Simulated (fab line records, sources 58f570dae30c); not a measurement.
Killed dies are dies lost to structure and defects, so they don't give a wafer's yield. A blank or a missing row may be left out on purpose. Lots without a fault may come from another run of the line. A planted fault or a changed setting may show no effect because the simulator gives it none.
Tool commonality check | flow berkeley_cmos170 | 14 lots, 42 wafers sampled

WHY IT WAS OPENED
At UCB170_V1_CD_MEAS_12 the reading cd_nm is flagged on 2 of 14 lots. Wafers without a fault read 700.1 nm, standard deviation 1.5.
Rule: a lot is flagged when every wafer of it that has a number lies more than 4 standard deviations from that mean, or none has a number. The other lots count as sound.

lot  | measured     | on        | cd_nm (nm), wafer by wafer | flag
L118 | day 7 08:27  | cd_sem-01 | 702.0 700.7 701.5          |
L119 | day 8 00:27  | cd_sem-02 | 699.3 699.4 699.9          |
L121 | day 8 00:35  | cd_sem-01 | 700.6 699.1 699.6          |
L120 | day 8 00:41  | cd_sem-02 | 699.8 700.5 700.0          |
L122 | day 8 00:52  | cd_sem-02 | 699.9 699.1 699.8          |
L123 | day 8 07:39  | cd_sem-02 | 700.4 698.7 699.1          |
L127 | day 9 12:28  | cd_sem-02 | 711.1 710.2 711.5          | FLAGGED
L130 | day 10 10:22 | cd_sem-01 | 711.3 712.6 710.7          | FLAGGED
L131 | day 10 10:27 | cd_sem-02 | 700.1 700.4 700.9          |
L133 | day 10 21:07 | cd_sem-01 | 702.6 702.9 701.3          |
L136 | day 11 16:49 | cd_sem-02 | 701.9 702.2 701.6          |
L135 | day 11 17:16 | cd_sem-02 | 699.7 698.7 697.4          |
L139 | day 11 22:41 | cd_sem-02 | 699.1 698.7 699.3          |
L138 | day 12 01:13 | cd_sem-01 | 698.7 698.2 697.0          |
The numbers of the flagged lots are 711.2 nm on average: +11.1 nm against the usual, or +7 standard deviations.

WHICH TOOL RAN EACH LOT
The record holds 1 process step before the reading, out of a route of 331 steps. In each cell: the tool, then ch and the chambers that the sampled wafers went through, then the start.
lot  | flag    | UCB170_V1_PEB_10
L118 |         | litho_track-03 ch 0, day 7 08:10
L119 |         | litho_track-03 ch 0, day 8 00:11
L121 |         | litho_track-01 ch 0, day 8 00:19
L120 |         | litho_track-03 ch 0, day 8 00:25
L122 |         | litho_track-01 ch 0, day 8 00:35
L123 |         | litho_track-03 ch 0, day 8 07:23
L127 | FLAGGED | litho_track-03 ch 0, day 9 12:11
L130 | FLAGGED | litho_track-03 ch 0, day 10 10:03
L131 |         | litho_track-01 ch 0, day 10 10:10
L133 |         | litho_track-01 ch 0, day 10 20:51
L136 |         | litho_track-01 ch 0, day 11 16:32
L135 |         | litho_track-02 ch 0, day 11 16:59
L139 |         | litho_track-01 ch 0, day 11 22:25
L138 |         | litho_track-01 ch 0, day 12 00:57
What these steps do:
- UCB170_V1_PEB_10
- UCB170_V1_CD_MEAS_12: target cd 700 nm.

FLAGGED OVER TOTAL, TOOL BY TOOL (the gauges that took the reading come last)
step                 | tool           | lots run | flagged | share of the flagged lots | sound lots run after its first flagged lot
UCB170_V1_PEB_10     | litho_track-01 | 7        | 0       | none                      | -
UCB170_V1_PEB_10     | litho_track-02 | 1        | 0       | none                      | -
UCB170_V1_PEB_10     | litho_track-03 | 6        | 2       | all                       | 0
UCB170_V1_CD_MEAS_12 | cd_sem-01      | 5        | 1       | some                      | 2 (L133,L138)
UCB170_V1_CD_MEAS_12 | cd_sem-02      | 9        | 1       | some                      | 4 (L131,L136,L135,L139)

WHAT THE TABLE ALLOWS
1 row of the table ran every flagged lot: litho_track-03 at UCB170_V1_PEB_10.
- litho_track-03 at UCB170_V1_PEB_10: 2 of its 6 lots flagged. Its last sound lot is L123 (day 8 07:23), its first flagged lot L127 (day 9 12:11): a fault that began between those two fits.
One tool is left: litho_track-03 at UCB170_V1_PEB_10.

WHAT THE SIMULATOR HAD PUT IN
Process parameter drift: litho_track-03, from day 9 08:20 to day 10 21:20, at UCB170_V1_PEB_10. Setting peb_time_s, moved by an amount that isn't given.
Lots struck among those shown: L127, L130. The rule above found the same.
